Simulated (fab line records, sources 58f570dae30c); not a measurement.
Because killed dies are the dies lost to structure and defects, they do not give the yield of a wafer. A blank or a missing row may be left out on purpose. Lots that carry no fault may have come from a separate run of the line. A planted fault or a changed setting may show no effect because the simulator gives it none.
Chamber matching | flow berkeley-cmos170 | cmp-01 running UCB170_V2_CMP_02: 4 sister chambers
The step polishes SiO2. 8 wafers are shown with their chamber, then 8 later ones without.

WAFERS PAIRED WITH THEIR CHAMBERS
wafer  | chamber | motor-current-A (A) | retaining-ring-pressure-frac
L892.1 | 1       | 16.6                | 1.005
L896.2 | 0       | 15.7                | 0.995
L897.2 | 0       | 16.9                | 1.001
L897.6 | 3       | 16.5                | 0.998
L900.2 | 3       | 16.0                | 0.998
L900.3 | 1       | 16.9                | 1.001
L900.5 | 2       | 18.1                | 1.001
L904.2 | 2       | 18.4                | 1.001

WAFERS WHOSE CHAMBER IS MISSING
wafer  | motor-current-A (A) | retaining-ring-pressure-frac
L904.3 | 17.2                | 1.001
L904.4 | 15.7                | 0.997
L902.1 | 16.0                | 0.998
L902.2 | 18.7                | 1.004
L902.5 | 16.1                | 1.000
L914.3 | 16.8                | 1.003
L914.5 | 15.4                | 1.002
L914.6 | 17.3                | 1.002

CHAMBER TAKEN BY EACH
wafer  | from the rows above               | in truth
L904.3 | can't be placed: 1 or 2 or 0 or 3 | 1
L904.4 | can't be placed: 3 or 0 or 1      | 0
L902.1 | can't be placed: 3 or 0 or 1      | 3
L902.2 | 2                                 | 2
L902.5 | can't be placed: 3 or 0 or 1      | 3
L914.3 | 1                                 | 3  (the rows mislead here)
L914.5 | can't be placed: 3 or 0 or 1      | 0
L914.6 | can't be placed: 1 or 2 or 0 or 3 | 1
Correctly placed: 1 of 8. From these rows, 6 cannot be placed; in 6 the true chamber is one of the candidates. 1 placed wrongly.
How it was worked out, from the rows above alone: a wafer's distance from a chamber is the root of the sum, over the readings, of the square of ((its reading less the chamber's mean) divided by the reading's scatter). The wafer belongs to the nearest chamber; if the next one is less than 2 further off, it can't be placed. The mean given for a chamber averages the wafers shown for that chamber. The scatter: the root of (the sum of the squares of (reading less its chamber's mean) over the shown wafers, divided by (wafers less chambers)).
